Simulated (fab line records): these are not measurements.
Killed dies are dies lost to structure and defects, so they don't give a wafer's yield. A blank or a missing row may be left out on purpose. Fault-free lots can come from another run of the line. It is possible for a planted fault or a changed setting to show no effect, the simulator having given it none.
fab line records | flow ritCmos
record lots=5 wafers=15 lastDay=7
route steps=202 shown PSD@142 SDANNEAL@153 NSD@158 PLDD@159 NLDD@160 SILICIDE@161 M1@202
lots untouched by any fault: they come from a run of this same line in which no faults occurred
startH: hours from the record's first day to the start of the lot's first wafer shown | waitH: time in hours since the lot's previous step | " identical to the entry in the row above | L1.1+2: a single row standing in for several wafers | - no value, or no start was given | * or withheld: withheld | < > ~ a bound
route shown NAME@n: NAME is a module with steps in the file, n the number in the route of the first one | usual: the fault-free wafers' mean and standard deviation | same: alike in all rows | chamber/n: place in a boat | sites: per-site readings | _std_site: the values' standard deviation | _edge_site: the outer-site mean with the inner-site mean subtracted | radiusMm: for every site, how far away it sits from the centre of the wafer | mask NAME#n: copy n | behind: tool/chamber where the wafer was last shaped | hold: what put the lot on hold/how long, in hours/how the hold closed | device: whichever transistor did not switch (one of n, p or np) | end of line: the route-end tests of the same wafers | a step with no rows: only its recipe | killed: at the first sort, the dies lost to defects and structure; wafer yield is something else | map: dies across one wafer; x = killed, . = not, _ = none there
set.NAME: the setting that was run; set.NAME@STEP: the one run at that earlier step | model.NAME: the simulator's own value behind a step, which no gauge read
certain route steps with their lots: each step a table, each wafer a row
services: from which hour (startH, from the record's first day; less than 0 if before it) a tool's chamber was out of use, for how many hours, and why
## steps
# step RIT_PSD_HMDS_00
# recipe primeTimeS=60 primeTempC=140
# step RIT_PSD_COAT_01
# recipe resist=NOVOLAK spinRpm=3250 resistThkNm=1000
# step RIT_PSD_SOFTBAKE_02
# recipe resist=NOVOLAK tempC=90 timeS=60
# step RIT_PSD_EXPOSE_03
# recipe maskId=M10 na=0.57 targetCdNm=40900 doseMj=250
# step RIT_PSD_PEB_04
# recipe resist=NOVOLAK tempC=withheld timeS=withheld
# step RIT_PSD_DEVELOP_05
# recipe resist=NOVOLAK developTimeS=50 devTempC=23
# step RIT_PSD_OVL_MEAS_06
# usual PSD_OVL=0.9/1.1
# columns lot.wafer tool chamber startH waitH PSD_OVL[nm]
L532.1 overlay-01 - 48.44 - 1.9
L532.4 " - " " 1.7
L532.6 " - " " 0.6
L539.3 overlay-01 - 83.06 - 1.8
L539.5 " - " " 1.4
L539.6 " - " " 1.7
L547.1 overlay-02 - 122.96 - 1.3
L547.2 " - " " 0.0
L547.6 " - " " 0.5
L551.1 overlay-02 - 142.86 - 0.6
L551.2 " - " " -0.3
L551.4 " - " " -0.5
L553.2 overlay-02 - 154.03 - 0.8
L553.4 " - " " 1.6
L553.5 " - " " 0.9
# step RIT_PSD_HARDBAKE_07
# recipe resist=NOVOLAK tempC=140 timeS=60
# step RIT_PSD_IMPLANT_08
# recipe species=BF2 energyKev=27 doseCm2=4.949e+15 tiltDeg=7
# step RIT_PSD_STRIP_09
# recipe chemistry=O2 timeS=180 resist=NOVOLAK platenTempC=withheld powerW=500 pressureMtorr=4000 o2FlowSccm=4000
# usual drypumpMotorCurrentA=5.9/0.52
# same timeS=180
# columns lot.wafer tool chamber startH waitH drypumpMotorCurrentA rfHoursCounterH
L532.1 plasmaAsher-01 0 48.78 0.1 6.4 41
L532.4 " 1 " " 5.2 -
L532.6 " 1 " " 5.1 -
L539.3 plasmaAsher-04 1 83.45 0.1 6.3 -
L539.5 " 1 " " 6.3 -
L539.6 " 0 " " 5.9 -
L547.1 plasmaAsher-04 0 123.30 0.1 5.9 46
L547.2 " 1 " " 6.3 46
L547.6 " 0 " " 5.9 -
L551.1 plasmaAsher-04 0 143.20 0.1 5.8 48
L551.2 " 1 " " 6.4 48
L551.4 " 0 " " 5.9 -
L553.2 plasmaAsher-04 1 154.36 0.1 6.3 49
L553.4 " 1 " " 6.4 -
L553.5 " 0 " " 5.8 -
# step RIT_PSD_TW_MEAS_10
# usual PSD_TW=3441/22
# columns lot.wafer tool chamber startH waitH PSD_TW
L532.1 filmMetro-04 - 48.95 0.1 3435
L532.4 " - " " 3427
L532.6 " - " " 3421
L539.3 filmMetro-04 - 83.58 0.1 3435
L539.5 " - " " 3447
L539.6 " - " " 3429
L547.1 filmMetro-02 - 123.47 0.1 3427
L547.2 " - " " 3425
L547.6 " - " " 3404
L551.1 filmMetro-03 - 143.37 0.1 3472
L551.2 " - " " 3473
L551.4 " - " " 3467
L553.2 filmMetro-02 - 154.55 0.1 3423
L553.4 " - " " 3414
L553.5 " - " " 3408
# step RIT_SDANNEAL_CLEAN_00
# recipe chemistry=SC1 mix=3:3:50 timeS=600 tempC=75
# step RIT_SDANNEAL_CLEAN_01
# recipe chemistry=dHF dilution=50:1 timeS=30
# usual runLengthS=58.0/2.8
# columns lot.wafer tool chamber startH waitH runLengthS model.SiO2_of_FOX2_OXIDATION_00.thkNm
L532.1 wetBench-04 1 49.19 0.0 61.1 175.7
L532.4 " 1 " " 61.1 171.5
L532.6 " 1 " " 61.1 174.2
L539.3 wetBench-02 0 83.80 0.0 62.0 166.1
L539.5 " 0 " " 62.0 164.7
L539.6 " 0 " " 62.0 162.4
L547.1 wetBench-04 3 123.73 0.0 176.4 120.7
L547.2 " 3 " " 176.4 123.6
L547.6 " 3 " " 176.4 120.4
L551.1 wetBench-02 2 143.63 0.0 55.0 172.2
L551.2 " 2 " " 55.0 170.2
L551.4 " 2 " " 55.0 168.3
L553.2 wetBench-02 3 154.77 0.0 57.4 169.1
L553.4 " 3 " " 57.4 175.5
L553.5 " 3 " " 57.4 174.9
# step RIT_SDANNEAL_CLEAN_02
# recipe chemistry=SC2 mix=3:3:50 timeS=600 tempC=75 dry=n2Spin
# step RIT_SDANNEAL_RTA_03
# recipe tempC=1050 timeS=5 idleTempC=600 rampUpCPerS=342 rampDownCPerS=171 coolToC=600 ambient=N2
# usual wafer_temp_C_max=1053.5/1.1
# same timeS=5
# columns lot.wafer tool chamber startH waitH wafer_temp_C_max
L532.1 rtpAnneal-02 0 49.38 0.0 1052.3
L532.4 " 0 " " 1053.6
L532.6 " 0 " " 1052.4
L539.3 rtpAnneal-01 0 84.01 0.0 1053.7
L539.5 " 0 " " 1054.3
L539.6 " 0 " " 1054.6
L547.1 rtpAnneal-01 0 123.92 0.0 1052.6
L547.2 " 0 " " 1054.5
L547.6 " 0 " " 1053.4
L551.1 rtpAnneal-01 0 143.84 0.0 1054.4
L551.2 " 0 " " 1053.6
L551.4 " 0 " " 1055.9
L553.2 rtpAnneal-01 0 154.97 0.0 1053.6
L553.4 " 0 " " 1052.5
L553.5 " 0 " " 1052.1
# step RIT_SDANNEAL_RS_MEAS_04
# recipe thkMeasGauge=four-point-probe
# usual PSD_RS=116.0/0.33
# columns lot.wafer tool chamber startH waitH PSD_RS[ohm/sq]
L532.1 filmMetro-03 - 49.44 0.0 115.4
L532.4 " - " " 115.5
L532.6 " - " " 115.6
L539.3 filmMetro-02 - 84.09 0.1 116.2
L539.5 " - " " 116.0
L539.6 " - " " 116.4
L547.1 filmMetro-02 - 123.98 0.0 115.7
L547.2 " - " " 115.7
L547.6 " - " " 115.8
L551.1 filmMetro-04 - 143.90 0.0 116.4
L551.2 " - " " 116.2
L551.4 " - " " 116.3
L553.2 filmMetro-03 - 155.04 0.1 116.1
L553.4 " - " " 116.1
L553.5 " - " " 115.9
# step RIT_SDANNEAL_RS_MEAS_05
# recipe thkMeasGauge=four-point-probe
# usual NSD_RS=83.29/0.26
# columns lot.wafer tool chamber startH waitH NSD_RS[ohm/sq]
L532.1 filmMetro-03 - 49.56 0.1 82.82
L532.4 " - " " 83.14
L532.6 " - " " 82.90
L539.3 filmMetro-02 - 84.21 0.1 83.62
L539.5 " - " " 83.45
L539.6 " - " " 83.50
L547.1 filmMetro-02 - 124.10 0.1 83.34
L547.2 " - " " 83.18
L547.6 " - " " 83.31
L551.1 filmMetro-04 - 144.02 0.1 83.74
L551.2 " - " " 83.62
L551.4 " - " " 83.56
L553.2 filmMetro-03 - 155.16 0.1 83.02
L553.4 " - " " 82.74
L553.5 " - " " 82.94
# step RIT_SDANNEAL_RS_MEAS_06
# recipe thkMeasGauge=four-point-probe
# usual PLDD_RS=179.6/0.46
# columns lot.wafer tool chamber startH waitH PLDD_RS[ohm/sq]
L532.1 filmMetro-03 - 49.68 0.1 179.3
L532.4 " - " " 178.7
L532.6 " - " " 179.8
L539.3 filmMetro-02 - 84.33 0.1 178.9
L539.5 " - " " 179.5
L539.6 " - " " 179.7
L547.1 filmMetro-02 - 124.22 0.1 179.6
L547.2 " - " " 179.7
L547.6 " - " " 179.6
L551.1 filmMetro-04 - 144.14 0.1 180.6
L551.2 " - " " 180.2
L551.4 " - " " 180.4
L553.2 filmMetro-03 - 155.28 0.1 179.5
L553.4 " - " " 179.2
L553.5 " - " " 179.4
# step RIT_SDANNEAL_RS_MEAS_07
# recipe thkMeasGauge=four-point-probe
# usual NLDD_RS=154.6/0.69
# columns lot.wafer tool chamber startH waitH NLDD_RS[ohm/sq]
L532.1 filmMetro-03 - 49.80 0.1 155.4
L532.4 " - " " 155.9
L532.6 " - " " 155.2
L539.3 filmMetro-02 - 84.45 0.1 154.1
L539.5 " - " " 154.0
L539.6 " - " " 154.8
L547.1 filmMetro-02 - 124.34 0.1 153.8
L547.2 " - " " 153.5
L547.6 " - " " 154.0
L551.1 filmMetro-04 - 144.26 0.1 154.9
L551.2 " - " " 155.0
L551.4 " - " " 155.2
L553.2 filmMetro-03 - 155.40 0.1 154.4
L553.4 " - " " 154.6
L553.5 " - " " 154.3
# step RIT_SILICIDE_WET_ETCH_00
# recipe chemistry=BOE target=SiO2 targetDepthNm=14 timeS=15 dry=n2Spin dilution=10:1 tempC=21.5
# same timeS=15
# columns lot.wafer tool chamber startH waitH model.SiO2_of_FOX2_OXIDATION_00.thkNm
L532.1 wetBench-04 0 49.92 0.1 160.2
L532.4 " 0 " " 156.1
L532.6 " 0 " " 158.8
L539.3 wetBench-02 1 84.53 0.1 150.9
L539.5 " 1 " " 149.3
L539.6 " 1 " " 147.1
L547.1 wetBench-02 1 124.46 0.1 105.2
L547.2 " 1 " " 108.1
L547.6 " 1 " " 104.8
L551.1 wetBench-03 1 144.38 0.1 156.9
L551.2 " 1 " " 154.9
L551.4 " 1 " " 152.9
L553.2 wetBench-03 3 155.50 0.1 153.7
L553.4 " 3 " " 160.2
L553.5 " 3 " " 159.5
# step RIT_SILICIDE_SPUTTER_01
# recipe material=Ti targetThkNm=30 powerW=350 chamberPressurePa=0.667 gas=Ar timeS=240 substrateTempC=25
# usual cathodeDcPowerW=349.99/0.069 throttleValvePct=30.0/0.58
# same timeS=240
# columns lot.wafer tool chamber startH waitH cathodeDcPowerW throttleValvePct
L532.1 pvdSputter-03 - 49.93 0.0 349.93 30.4
L532.4 " - " " 350.05 30.4
L532.6 " - " " 350.00 30.4
L539.3 pvdSputter-01 - 84.54 0.0 350.02 29.4
L539.5 " - " " 349.99 28.9
L539.6 " - " " 349.86 30.6
L547.1 pvdSputter-01 - 124.47 0.0 350.13 29.1
L547.2 " - " " 349.94 30.2
L547.6 " - " " 350.05 29.3
L551.1 pvdSputter-03 - 144.39 0.0 349.95 30.6
L551.2 " - " " 350.03 30.0
L551.4 " - " " 349.95 29.7
L553.2 pvdSputter-04 - 155.52 0.0 349.97 28.2
L553.4 " - " " 349.96 30.4
L553.5 " - " " 350.00 30.0
# step RIT_M1_PROBE_99
# usual killedAtContacts=0.1/0.29 killedAtFrontEnd=7/3 killedDies=7/3 killedOnRim=1.7/1.3 killedOpen=3.5/2 killedShort=3.4/2
# same grossDies=264 killed_at_M0_to_M3=0 killed_at_M4_up=0 killedAtBackSide=0 killedAtOther=0
# columns lot.wafer tool chamber startH waitH killedAtContacts killedAtFrontEnd killedDies killedOnRim killedOpen killedShort model.etest.nplusSal.widthNm model.etest.pplusSal.widthNm model.etest.fieldPMetal.vtV model.etest.nplusSal.lineOhmUm model.etest.pplusSal.lineOhmUm
L532.1 prober-01 - 56.71 0.1 0 8 8 2 5 3 3410 3407 -28.59 1.26 1.277
L532.4 prober-01 - 56.86 0.2 0 12 12 1 9 3 3416 3435 -28.94 1.267 1.263
L532.6 prober-01 - 56.96 0.2 1 12 13 3 6 7 3431 3428 -28.55 1.251 1.261
L539.3 prober-02 - 91.49 0.2 0 11 11 3 4 7 3403 3408 -29.73 1.261 1.258
L539.5 prober-02 - 91.59 0.2 0 9 9 1 5 4 3439 3428 -30.27 1.239 1.262
L539.6 prober-02 - 91.64 0.2 0 10 10 4 6 4 3447 3419 -29.59 1.265 1.266
L547.1 prober-02 - 131.46 0.1 0 5 5 1 4 1 3554 3539 -26.89 1.204 1.208
L547.2 prober-02 - 131.51 0.1 0 5 5 1 4 1 3542 3542 -26.76 1.233 1.223
L547.6 prober-02 - 131.71 0.2 0 4 4 1 1 3 3562 3549 -27.13 1.202 1.203
L551.1 prober-02 - 151.47 0.1 0 8 8 2 4 4 3449 3434 -29.14 1.273 1.272
L551.2 prober-02 - 151.52 0.1 0 11 11 0 6 5 3438 3428 -29.8 1.285 1.277
L551.4 prober-02 - 151.62 0.2 0 7 7 1 3 4 3458 3450 -29.84 1.269 1.256
L553.2 prober-02 - 163.47 0.1 0 8 8 2 5 3 3446 3445 -27.68 1.228 1.24
L553.4 prober-02 - 163.57 0.2 0 5 5 2 3 2 3440 3423 -27.69 1.24 1.267
L553.5 prober-02 - 163.62 0.2 0 1 1 0 0 1 3412 3420 -27.93 1.256 1.262
# killed by level:class
L532.1 FOX2:geometricParticle:open=2 GATE:geometricParticle:short=2 SPACER:geometricParticle:open=2 FOX2:geometricParticle:short=1 GATE:geometricParticle:open=1
L532.4 GATE:geometricParticle:open=4 FOX2:geometricParticle:short=2 REOX:geometricParticle:open=2 FOX1:geometricParticle:open=1 GATE:geometricParticle:short=1 SPACER:geometricParticle:open=1 SILICIDE:geometricParticle:open=1
L532.6 SPACER:geometricParticle:open=3 SPACER:geometricParticle:short=3 GATE:geometricParticle:short=2 SILICIDE:geometricParticle:open=1 GATE:geometricParticle:open=1 REOX:geometricParticle:open=1 SILICIDE:geometricParticle:short=1 CONTACT:geometricParticle:short=1
L539.3 SPACER:geometricParticle:short=4 GATE:geometricParticle:short=3 FOX1:geometricParticle:open=1 REOX:geometricParticle:open=1 SPACER:geometricParticle:open=1 SILICIDE:geometricParticle:open=1
L539.5 GATE:geometricParticle:open=4 GATE:geometricParticle:short=3 FOX2:geometricParticle:short=1 SILICIDE:geometricParticle:open=1
L539.6 GATE:geometricParticle:open=4 GATE:geometricParticle:short=3 FOX1:geometricParticle:open=1 REOX:geometricParticle:short=1 SILICIDE:geometricParticle:open=1
L547.1 GATE:geometricParticle:open=3 GATE:geometricParticle:short=1 SPACER:geometricParticle:open=1
L547.2 SPACER:geometricParticle:open=2 REOX:geometricParticle:open=1 GATE:geometricParticle:short=1 SILICIDE:geometricParticle:open=1
L547.6 FOX1:geometricParticle:short=1 FOX1:geometricParticle:open=1 GATE:geometricParticle:short=1 REOX:geometricParticle:short=1
L551.1 FOX1:geometricParticle:open=2 GATE:geometricParticle:short=2 FOX1:geometricParticle:short=1 REOX:geometricParticle:short=1 SPACER:geometricParticle:open=1 SILICIDE:geometricParticle:open=1
L551.2 GATE:geometricParticle:short=3 FOX1:geometricParticle:open=2 GATE:geometricParticle:open=2 FOX1:geometricParticle:short=1 SPACER:geometricParticle:short=1 SPACER:geometricParticle:open=1 SILICIDE:geometricParticle:open=1
L551.4 GATE:geometricParticle:open=2 SPACER:geometricParticle:short=2 GATE:geometricParticle:short=1 REOX:geometricParticle:short=1 SPACER:geometricParticle:open=1
L553.2 FOX1:geometricParticle:open=2 GATE:geometricParticle:open=2 GATE:geometricParticle:short=1 SPACER:geometricParticle:open=1 SILICIDE:geometricParticle:short=1 STARTING-WAFER:geometricParticle:short=1
L553.4 FOX1:geometricParticle:open=1 GATE:geometricParticle:open=1 REOX:geometricParticle:open=1 REOX:geometricParticle:short=1 SPACER:geometricParticle:short=1
L553.5 REOX:geometricParticle:short=1
## services
# columns tool chamber startH hours kind
pvdSputter-04 - 53.40 2.1 repair
plasmaAsher-01 - 108.75 9.0 pm
plasmaAsher-01 0 108.75 9.0 ventCycle
plasmaAsher-01 1 108.75 9.0 ventCycle
plasmaAsher-01 0 117.75 - clean
plasmaAsher-01 1 117.75 - clean
pvdSputter-03 - 126.64 7.1 repair
pvdSputter-01 - 149.52 9.6 repair
## key
firstSign step=RIT_SDANNEAL_CLEAN_01 reading=runLengthS direction=up sigmas=43 usual=* struck=*
effect none on later readings
modelEffect step=RIT_SDANNEAL_CLEAN_01 value=SiO2_of_FOX2_OXIDATION_00.thkNm without=165.8 struck=121.5
modelEffect step=RIT_SILICIDE_WET_ETCH_00 value=SiO2_of_FOX2_OXIDATION_00.thkNm without=150.3 struck=106
modelEffect step=RIT_M1_PROBE_99 value=etest.nplusSal.widthNm without=3458 struck=3553
metAt RIT_SDANNEAL_CLEAN_01
struckWafers L547.1,L547.2,L547.6
testerLeftOut L547
fault kind=processParameterDrift tool=wetBench-04 chamber=3 onsetH=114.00 steps=RIT_SDANNEAL_CLEAN_01 channel=timeS offset=* shape=step endH=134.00 actsIn=* stated=*
# testerLeftOut: of these lots the tester's yield and bins aren't shown, on N5 and GAA mostly nor the transistor test; their killed dies are dies lost to structure and defects alone, not to doping, threshold or leakage, so they don't give the yield
